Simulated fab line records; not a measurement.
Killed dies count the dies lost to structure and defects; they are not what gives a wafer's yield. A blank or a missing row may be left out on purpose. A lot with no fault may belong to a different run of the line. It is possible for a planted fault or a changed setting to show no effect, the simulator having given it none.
Struck lot and sound lot, side by side + flow berkeley cmos170 + 14 steps out of a route of 331
Sound: these wafers, L281.2, L281.3, L281.4. The struck wafers were L276.1, L276.4, L276.5. The cause comes at the end.
At each step with rows: each side's tool, then ch and its chambers, then its first start. Under that, the readings that differ: sound wafers + struck wafers + difference of the means + sigmas: that difference in standard deviations of wafers without a fault.
alike: readings whose means differ by less than 2 such deviations, and words and numbers that are the same on both sides. not compared: withheld readings, readings that some wafer has no value for, bounds like >300 that may hide the same value, and numbers for which the record gives no deviation and whose values overlap.
A row with sigmas, a row that says differs or no value, or rows on one side alone: a step with any of these is where the two part. Numbers that have no deviation but don't overlap get no sigmas and don't part them. A reading that every wafer of one side lacks parts them only if that side has two wafers or more.

UCB170_M2_SPUTTER_01: material Al, target thk 900 nm, time 120 s.
  sound on pvd sputter-01, day 10 12:17; struck on pvd sputter-01, day 9 07:52
  alike: throttle valve pct
UCB170_M2_RS_MEAS_02: measurement is done with a four-point probe.
  sound on film metro-04, day 10 12:24; struck on film metro-03, day 9 07:56
  alike: M2_AL_RS
UCB170_M2_THK_MEAS_03: measures by xrf.
  sound on film metro-04, day 10 12:31; struck on film metro-03, day 9 08:04
  alike: M2_AL_THK
then, 3 steps without rows for these wafers: UCB170_M2_HMDS_04 (prime time 60 s); UCB170_M2_COAT_05 (resist thk 900 nm); UCB170_M2_SOFTBAKE_06 (time 60 s).
UCB170_M2_STRIP_07: strips in O2.
  sound on plasma asher-04 ch 0,1, day 10 13:25; struck on plasma asher-01 ch 0,1, day 9 08:34
  alike: chamber pressure mTorr, drypump motor current A, oes product au, strip time to endpoint s
  not compared: rf hours counter h
then, 5 steps without rows for these wafers: UCB170_M2_STRIP_08 (strips KrF in DMSO, time 600 s); UCB170_M2_COAT_09; UCB170_M2_COAT_10 (resist thk 900 nm); UCB170_M2_SOFTBAKE_11 (time 60 s); UCB170_M2_EXPOSE_12 (exposes mask METAL2, target cd 700 nm).
UCB170_M2_PEB_13:
  struck on litho track-01, day 9 09:43; sound on litho track-01 ch 0, day 10 18:42
  no value came back on the struck wafers for chill plate temp C (C), exhaust pa (Pa), plate temp C (C); on the sound wafers chill plate temp C (C) reads 23.11 23.21 23.07
then, 1 step without rows for these wafers: UCB170_M2_DEVELOP_14 (develop time 45 s).

== WHERE THEY PART ==
Only at UCB170_M2_PEB_13, as far as this record shows.

WHY: what the simulator had put in
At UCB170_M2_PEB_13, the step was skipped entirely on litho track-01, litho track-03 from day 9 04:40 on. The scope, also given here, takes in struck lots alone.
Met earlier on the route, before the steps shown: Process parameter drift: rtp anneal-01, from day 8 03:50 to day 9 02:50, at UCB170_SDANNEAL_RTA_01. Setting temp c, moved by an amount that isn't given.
